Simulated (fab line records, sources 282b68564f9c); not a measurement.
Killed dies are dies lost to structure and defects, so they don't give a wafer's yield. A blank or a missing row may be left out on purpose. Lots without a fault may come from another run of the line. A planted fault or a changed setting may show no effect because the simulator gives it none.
Which tool did it? | flow rit_cmos | 6 lots, 18 wafers sampled, at 1 step of a route of 202

WHAT THE GAUGES READ, wafer by wafer
RIT_PRETRO_OVL_MEAS_06.
lot  | measured    | on         | PRETRO_OVL (nm)
L496 | day 2 22:33 | overlay-02 | -3.5 0.9 -1.4
L501 | day 3 20:33 | overlay-01 | -1.6 -2.0 -0.3
L506 | day 5 01:17 | overlay-01 | -0.1 0.1 -0.7
L508 | day 5 10:25 | overlay-02 | 1.0 0.9 1.2
L513 | day 6 10:05 | overlay-02 | 0.1 -0.9 0.7
L516 | day 7 00:12 | overlay-02 | -1.1 -1.2 -1.5

WHICH TOOL RAN EACH LOT (tool, then ch and the chambers of the sampled wafers, then the start)
The record holds no process step before these readings.

THE ANSWER, worked out from the rows above alone
Rule: what is usual is taken from the lots themselves. Put in order of their means at a reading, lots are off if they are a third of the lots or fewer, leave a main group of 4 or more, and stand apart from it by a gap of 3 or more times the standard deviation of the main group's means; of several such gaps the widest counts. A main group whose means are all the same, to the digits that the tables above print for the reading, isn't used. A lot without any number at a reading at which 4 lots or more have one is off too. The other lots that the step has rows for count as sound.
No lot is off at any reading shown: from this, nothing can be told.

WHAT THE SIMULATOR HAD PUT IN
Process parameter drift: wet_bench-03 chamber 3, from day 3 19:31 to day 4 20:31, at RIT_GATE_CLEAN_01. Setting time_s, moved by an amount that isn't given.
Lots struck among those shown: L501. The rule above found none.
